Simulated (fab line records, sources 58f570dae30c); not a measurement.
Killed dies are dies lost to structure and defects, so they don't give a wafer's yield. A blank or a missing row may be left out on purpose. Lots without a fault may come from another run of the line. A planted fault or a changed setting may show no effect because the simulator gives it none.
Which tool did it? | flow berkeley_cmos170 | 14 lots, 42 wafers sampled, at 5 steps of a route of 331

WHAT THE GAUGES READ, wafer by wafer
UCB170_PFIELD_OVL_MEAS_06. Usual: PFIELD_OVL -1 nm, standard deviation 5.5.
lot  | measured    | on         | PFIELD_OVL (nm) | flag
L178 | day 4 22:21 | overlay-02 | 7 10 5          |
L181 | day 5 07:31 | overlay-01 | -2 2 -6         |
L179 | day 5 08:02 | overlay-01 | 1 2 -6          |
L180 | day 5 08:13 | overlay-02 | -8 -5 -10       |
L182 | day 5 18:25 | overlay-02 | -5 -9 -2        |
L184 | day 6 10:08 | overlay-02 | -4 -9 -11       |
L185 | day 6 11:41 | overlay-01 | -1 -1 -4        |
L186 | day 6 12:02 | overlay-02 | -11 -12 -2      |
L187 | day 6 23:49 | overlay-01 | 10 11 7         |
L188 | day 7 12:59 | overlay-01 | -6 -3 -3        |
L191 | day 7 13:16 | overlay-01 | 1 -5 4          |
L196 | day 9 00:38 | overlay-02 | 1 3 2           |
L200 | day 9 00:46 | overlay-01 | -1 -10 -9       |
L201 | day 9 17:47 | overlay-02 | -6 3 -3         |

UCB170_SACOX_THK_MEAS_02. Usual: SACOX_OXIDE_THK 14.26 nm, standard deviation 0.24.
lot  | measured     | on            | SACOX_OXIDE_THK (nm) | flag
L178 | day 5 19:31  | film_metro-03 | 14.23 14.25 14.12    |
L181 | day 6 07:12  | film_metro-01 | 14.45 14.58 14.67    |
L179 | day 6 07:14  | film_metro-04 | 14.27 14.18 14.40    |
L180 | day 6 07:11  | film_metro-03 | 14.27 14.17 14.41    |
L182 | day 6 17:08  | film_metro-01 | 14.41 14.33 14.31    |
L184 | day 7 07:04  | film_metro-04 | 14.21 14.31 14.20    |
L185 | day 7 07:07  | film_metro-03 | 14.53 14.17 14.35    |
L186 | day 7 07:04  | film_metro-01 | 14.21 14.22 14.14    |
L187 | day 7 23:49  | film_metro-01 | 14.69 14.73 14.55    |
L188 | day 8 12:32  | film_metro-04 | 14.19 14.31 14.15    |
L191 | day 8 12:32  | film_metro-03 | 14.33 14.23 14.48    |
L196 | day 10 04:47 | film_metro-03 | 14.18 14.44 14.23    |
L200 | day 10 04:44 | film_metro-03 | 14.20 13.91 14.21    |
L201 | day 10 23:23 | film_metro-01 | 14.45 14.31 14.34    |

UCB170_GATE_OVL_MEAS_13. Usual: GATE_OVL 0 nm, standard deviation 5.7.
lot  | measured     | on         | GATE_OVL (nm) | flag
L178 | day 7 04:21  | overlay-01 | -3 -11 -12    |
L181 | day 7 12:00  | overlay-01 | -9 -5 -1      |
L179 | day 7 12:16  | overlay-01 | 1 2 0         |
L180 | day 7 12:35  | overlay-01 | 3 -3 5        |
L182 | day 7 19:23  | overlay-02 | 4 1 0         |
L184 | day 8 15:31  | overlay-01 | -6 6 -1       |
L185 | day 8 15:43  | overlay-02 | 5 4 6         |
L186 | day 8 15:14  | overlay-01 | -9 -11 -9     |
L187 | day 9 04:12  | overlay-01 | 0 -6 -3       |
L188 | day 9 22:21  | overlay-01 | 0 3 0         |
L191 | day 9 22:31  | overlay-02 | 3 1 3         |
L196 | day 11 15:56 | overlay-02 | -5 -1 -8      |
L200 | day 11 15:44 | overlay-01 | 6 -3 2        |
L201 | day 12 04:42 | overlay-01 | 1 -1 4        |

UCB170_SDANNEAL_RS_MEAS_05: measures by four-point-probe. Usual: NLDD_RS 616.6 ohm/sq, standard deviation 1.2.
lot  | measured     | on            | NLDD_RS (ohm/sq)  | flag
L178 | day 7 21:41  | film_metro-01 | 615.1 616.6 616.1 |
L181 | day 8 07:22  | film_metro-01 | 616.5 616.9 616.8 |
L179 | day 8 07:47  | film_metro-04 | 617.3 615.8 617.4 |
L180 | day 8 07:58  | film_metro-02 | 616.0 615.3 614.8 |
L182 | day 8 08:09  | film_metro-01 | 616.2 615.5 617.8 |
L184 | day 9 07:57  | film_metro-01 | 617.2 618.3 617.7 |
L185 | day 9 08:19  | film_metro-04 | 617.7 617.4 617.6 |
L186 | day 9 07:28  | film_metro-01 | 616.8 617.1 616.0 |
L187 | day 9 23:50  | film_metro-01 | 616.6 617.8 617.3 |
L188 | day 10 17:28 | film_metro-02 | 615.4 617.4 615.1 |
L191 | day 10 17:47 | film_metro-01 | 614.2 615.6 616.2 |
L196 | day 12 10:50 | film_metro-04 | 576.3 576.0 576.3 | OFF
L200 | day 12 10:46 | film_metro-02 | 577.4 577.0 577.7 | OFF
L201 | day 12 20:22 | film_metro-02 | 616.1 616.4 615.7 |

WHICH TOOL RAN EACH LOT (tool, then ch and the chambers of the sampled wafers, then the start)
lot  | UCB170_NLDD_IMPLANT_08
L178 | implanter-03 ch 0, day 7 09:15
L181 | implanter-02 ch 0, day 7 17:40
L179 | implanter-02 ch 0, day 7 18:14
L180 | implanter-02 ch 0, day 7 17:55
L182 | implanter-04 ch 0, day 8 00:04
L184 | implanter-02 ch 0, day 8 20:02
L185 | implanter-04 ch 0, day 8 20:02
L186 | implanter-03 ch 0, day 8 19:46
L187 | implanter-03 ch 0, day 9 08:37
L188 | implanter-03 ch 0, day 10 01:59
L191 | implanter-04 ch 0, day 10 02:43
L196 | implanter-04 ch 0, day 11 20:22
L200 | implanter-04 ch 0, day 11 19:56
L201 | implanter-02 ch 0, day 12 09:21
- UCB170_NLDD_IMPLANT_08

WHAT THE TOOLS THEMSELVES READ (means of the sampled wafers that have a number; where no wafer has one, the mark that the record gives instead)
UCB170_NLDD_IMPLANT_08. Usual: beam_on_s 9.97 s, standard deviation 0.2; dose_ions_cm2 5.001e+13, standard deviation 5.7e+10; faraday_current_uA 159, standard deviation 3.1.
lot  | tool         | beam_on_s (s) | dose_ions_cm2 | faraday_current_uA | flag
L178 | implanter-03 | 9.99          | 4.995e+13     | 159                |
L181 | implanter-02 | 10.02         | 5.002e+13     | 158                |
L179 | implanter-02 | 10.01         | 4.992e+13     | 158                |
L180 | implanter-02 | 10.05         | 5.001e+13     | 158                |
L182 | implanter-04 | 10.17         | 5.006e+13     | 156                |
L184 | implanter-02 | 10.11         | 5.009e+13     | 157                |
L185 | implanter-04 | 10.00         | 5.002e+13     | 158                |
L186 | implanter-03 | 9.85          | 4.999e+13     | 161                |
L187 | implanter-03 | 9.98          | 5.001e+13     | 159                |
L188 | implanter-03 | 10.00         | 4.998e+13     | 159                |
L191 | implanter-04 | 10.04         | 4.993e+13     | 157                |
L196 | implanter-04 | 9.90          | 6.030e+13     | 193                | OFF
L200 | implanter-04 | 9.95          | 6.032e+13     | 192                | OFF
L201 | implanter-02 | 10.04         | 5.004e+13     | 158                |

THE ANSWER, worked out from the rows above alone
Rule: a lot is off if the mean of its wafers that have a number lies more than 3 standard deviations from the usual mean. A lot without any number at a reading at which 4 lots or more have one is off too. The other lots that the step has rows for count as sound. The gauges are gone through in route order, then the tools' own readings, and for those a lot's mean is taken as printed above. The first step at which some lot is off is used, and at that step the reading that is off furthest; a lot without a number counts as furthest.
Off: L196, L200, at UCB170_SDANNEAL_RS_MEAS_05 (NLDD_RS).
A tool fits if, at a process step before that reading, it ran every lot that is off, and no sound lot after the first of them. The gauges at UCB170_SDANNEAL_RS_MEAS_05 aren't tried: what is off there is off at UCB170_NLDD_IMPLANT_08 too, on other tools, and a gauge's error can't cause that. One fits: implanter-04 at UCB170_NLDD_IMPLANT_08. Its last sound lot is L191 (day 10 02:43), its first lot that is off L200 (day 11 19:56): a fault that began between those two fits.
The tool's own readings at UCB170_NLDD_IMPLANT_08 bear it out: on the lots that are off they differ by more than 5 times the standard deviation of the sound lots' means. dose_ions_cm2 reads 6.031e+13 there against 5.000e+13 on the sound lots; faraday_current_uA reads 192 there against 158 on the sound lots.

WHAT THE SIMULATOR HAD PUT IN
Process parameter drift: implanter-04, from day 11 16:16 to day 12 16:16, at UCB170_NLDD_IMPLANT_08. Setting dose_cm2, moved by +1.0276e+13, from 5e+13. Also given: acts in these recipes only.
Lots struck among those shown: L196, L200. The rule above found the same.
